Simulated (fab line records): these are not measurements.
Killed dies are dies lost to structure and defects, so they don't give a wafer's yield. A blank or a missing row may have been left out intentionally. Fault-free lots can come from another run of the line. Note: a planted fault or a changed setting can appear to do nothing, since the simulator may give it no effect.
Split-lot experiment | flow berkeley cmos170 | 23 wafers read across 5 lots, on a route 331 steps long

== SPLIT DETAILS ==
At UCB170_M1_COAT_04 (resist thk 900 nm), the setting resist thk nm was moved away from the recipe's 900 nm on 8 of the 23 wafers read, by -1.6% to +2.3%. For the rest of the wafers, this setting stayed at what the recipe calls for.

The reading comes from the split's own step.

== THE READING ==
KrF_of_M1_COAT_04.thk nm (the simulator's own value, which no gauge read), in nm, at UCB170_M1_COAT_04 (resist thk 900 nm). There is no usual value for it anywhere in the file. The 15 wafers here that ran the recipe average 901.7 nm, standard deviation 1.9 nm.

wafer  | tool, chamber at the split | resist thk nm as run, nm | against the recipe | KrF_of_M1_COAT_04.thk nm, nm | against lot-mates on the recipe
L075.1 | litho track-02, 0          | 885.4                    | -1.6%              | 890.4                        | -13.1
L075.2 | litho track-02, 0          | 900                      | recipe             | 904.6                        | -
L075.4 | litho track-02, 0          | 885.4                    | -1.6%              | 889.8                        | -13.8
L075.5 | litho track-02, 0          | 885.4                    | -1.6%              | 891.8                        | -11.8
L075.6 | litho track-02, 0          | 900                      | recipe             | 902.5                        | -
L080.1 | litho track-01, 0          | 900                      | recipe             | 898.4                        | -
L080.5 | litho track-01, 0          | 900                      | recipe             | 902.5                        | -
L080.6 | litho track-01, 0          | 900                      | recipe             | 899.7                        | -
L076.1 | litho track-04, 0          | 917.6                    | +2.0%              | 920.9                        | +19.1
L076.2 | litho track-04, 0          | 900                      | recipe             | 903.4                        | -
L076.3 | litho track-04, 0          | 900                      | recipe             | 900.1                        | -
L076.5 | litho track-04, 0          | 917.6                    | +2.0%              | 919.8                        | +18.0
L076.6 | litho track-04, 0          | 917.6                    | +2.0%              | 917.6                        | +15.9
L079.1 | litho track-01, 0          | 900                      | recipe             | 902.6                        | -
L079.2 | litho track-01, 0          | 900                      | recipe             | 900.4                        | -
L079.3 | litho track-01, 0          | 920.5                    | +2.3%              | 917.9                        | +16.6
L079.5 | litho track-01, 0          | 900                      | recipe             | 900.9                        | -
L079.6 | litho track-01, 0          | 920.5                    | +2.3%              | 919.8                        | +18.5
L084.1 | litho track-02, 0          | 900                      | recipe             | 902.8                        | -
L084.2 | litho track-02, 0          | 900                      | recipe             | 903.6                        | -
L084.3 | litho track-02, 0          | 900                      | recipe             | 898.3                        | -
L084.4 | litho track-02, 0          | 900                      | recipe             | 902                          | -
L084.6 | litho track-02, 0          | 900                      | recipe             | 903.9                        | -

FIT RESULTS
A straight line over all 23 wafers: KrF_of_M1_COAT_04.thk nm changes by +7.84 nm for each +1% of resist thk nm; r = +0.98; the points scatter about the line by 2 nm.
The same after taking each lot's own level away (the mean of its wafers on the recipe; 23 wafers): +8.25 nm for each +1%; r = +0.98; scatter 1.7 nm.
According to that fit, moving resist thk nm by its largest amount changes the reading by 19 nm.
Across the lots, their own levels run from 900.20 to 903.55 nm, a range of 1.8 times the standard deviation given above.
Hence the lot-to-lot level has little effect on the slope; both slopes agree.
Check: +19.5 nm against its lot-mates is what the line predicts for one of the wafers moved furthest among these (+2.3%) when that wafer is left out of the fit. It came out at +16.6 nm against them.

== THESE WAFERS: OTHER SPLITS ==
Before the reading, these wafers also passed through other splits. Each is held against what the fit with the lots' levels taken away leaves over:
other split on the same wafers    | wafers away from the commonest value | r with KrF_of_M1_COAT_04.thk nm (lot level and that fit taken away)
UCB170_PSD_COAT_01 resist thk nm  | 7                                    | +0.40
UCB170_NSD_EXPOSE_03 dose mj      | 6                                    | -0.06
UCB170_NSD_IMPLANT_08 dose cm2    | 7                                    | +0.24
UCB170_SILICIDE_SPUTTER_01 time s | 8                                    | +0.11

== THE FILE'S OWN FIT ==
KrF_of_M1_COAT_04.thk nm changes by +8.19 nm for each +1% of resist thk nm, r = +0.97.
